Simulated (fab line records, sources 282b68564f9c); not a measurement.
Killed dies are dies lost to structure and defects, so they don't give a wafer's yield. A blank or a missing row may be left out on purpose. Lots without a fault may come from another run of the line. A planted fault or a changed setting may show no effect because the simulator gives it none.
Which tool did it? | flow rit_cmos | 7 lots, 21 wafers sampled, at 2 steps of a route of 202

WHAT THE GAUGES READ, wafer by wafer
RIT_NLDD_TW_MEAS_10.
lot  | measured    | on            | NLDD_TW
L637 | day 3 00:57 | film_metro-03 | 2479 2470 2457
L639 | day 3 09:58 | film_metro-03 | 2454 2481 2474
L641 | day 3 22:39 | film_metro-02 | 2483 2494 2488
L646 | day 4 20:37 | film_metro-03 | 2960 2952 2939
L653 | day 6 07:40 | film_metro-04 | 2931 2932 2922
L655 | day 6 17:28 | film_metro-02 | 2491 2487 2493
L658 | day 7 09:58 | film_metro-02 | 2505 2496 2498

WHICH TOOL RAN EACH LOT (tool, then ch and the chambers of the sampled wafers, then the start)
lot  | RIT_NLDD_IMPLANT_08
L637 | implanter-04 ch 0, day 3 00:38
L639 | implanter-03 ch 0, day 3 09:38
L641 | implanter-02 ch 0, day 3 22:20
L646 | implanter-03 ch 0, day 4 19:58
L653 | implanter-04 ch 0, day 6 06:42
L655 | implanter-04 ch 0, day 6 17:09
L658 | implanter-04 ch 0, day 7 09:39
- RIT_NLDD_IMPLANT_08

THE ANSWER, worked out from the rows above alone
Rule: what is usual is taken from the lots themselves. Put in order of their means at a reading, lots are off if they are a third of the lots or fewer, leave a main group of 4 or more, and stand apart from it by a gap of 3 or more times the standard deviation of the main group's means; of several such gaps the widest counts. A main group whose means are all the same, to the digits that the tables above print for the reading, isn't used. A lot without any number at a reading at which 4 lots or more have one is off too. The other lots that the step has rows for count as sound.
Off: L646, L653, at RIT_NLDD_TW_MEAS_10 (NLDD_TW). The main group: mean 2483, standard deviation 12.
A tool fits if, at a process step before that reading, it ran every lot that is off, and no sound lot after the first of them. The gauges at RIT_NLDD_TW_MEAS_10 are tried like those tools. None of those tried fits.

WHAT THE SIMULATOR HAD PUT IN
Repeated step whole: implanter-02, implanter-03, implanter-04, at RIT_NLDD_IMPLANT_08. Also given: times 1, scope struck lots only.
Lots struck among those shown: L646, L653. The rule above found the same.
